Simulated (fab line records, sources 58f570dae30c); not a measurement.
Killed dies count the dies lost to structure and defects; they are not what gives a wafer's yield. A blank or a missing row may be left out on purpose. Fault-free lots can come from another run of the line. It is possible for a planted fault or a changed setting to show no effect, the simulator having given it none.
Matching of chambers :: flow berkeley cmos170 :: UCB170_SPACER_CVD_00 on pecvd-04 has 3 sister chambers
The step deposits SiO2 from TEOS/O2, target thk 376 nm, time 47 s. 6 wafers are shown with their chamber, then 7 later ones without.

WAFERS PAIRED WITH THEIR CHAMBERS
wafer: L590.1
chamber: 1
heater power w (W): 285

wafer: L592.5
chamber: 0
heater power w (W): 362

wafer: L594.4
chamber: 2
heater power w (W): 262

wafer: L594.6
chamber: 0
heater power w (W): 339

wafer: L600.1
chamber: 1
heater power w (W): 266

wafer: L600.3
chamber: 2
heater power w (W): 308

WAFERS WITH NO CHAMBER GIVEN
wafer: L600.4
heater power w (W): 277

wafer: L607.2
heater power w (W): 274

wafer: L607.3
heater power w (W): 297

wafer: L607.6
heater power w (W): 300

wafer: L612.1
heater power w (W): 254

wafer: L612.2
heater power w (W): 311

wafer: L612.3
heater power w (W): 300

THE CHAMBER EACH PASSED THROUGH
wafer: L600.4
from the rows above: can't be placed: 1 or 2
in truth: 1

wafer: L607.2
from the rows above: can't be placed: 1 or 2
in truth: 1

wafer: L607.3
from the rows above: can't be placed: 2 or 1 or 0
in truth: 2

wafer: L607.6
from the rows above: can't be placed: 2 or 1 or 0
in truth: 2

wafer: L612.1
from the rows above: can't be placed: 1 or 2
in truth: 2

wafer: L612.2
from the rows above: can't be placed: 2 or 1 or 0
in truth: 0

wafer: L612.3
from the rows above: can't be placed: 2 or 1 or 0
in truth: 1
Correctly placed: 0 of 7. These rows do not allow placing 7 (true chamber among the candidates in 7). Number placed wrongly: 0.
How it was worked out, from the rows above alone: a wafer's distance from a chamber is the root of the sum, over the readings, of the square of ((its reading less the chamber's mean) divided by the reading's scatter). The wafer belongs to the nearest chamber; if the next one is less than 2 further off, it can't be placed. For every chamber, the mean is computed from those of its wafers that are shown. How the scatter is found: for the shown wafers, subtract from each reading the mean of its chamber, square and add these, divide the total by (wafers less chambers), then take the root.
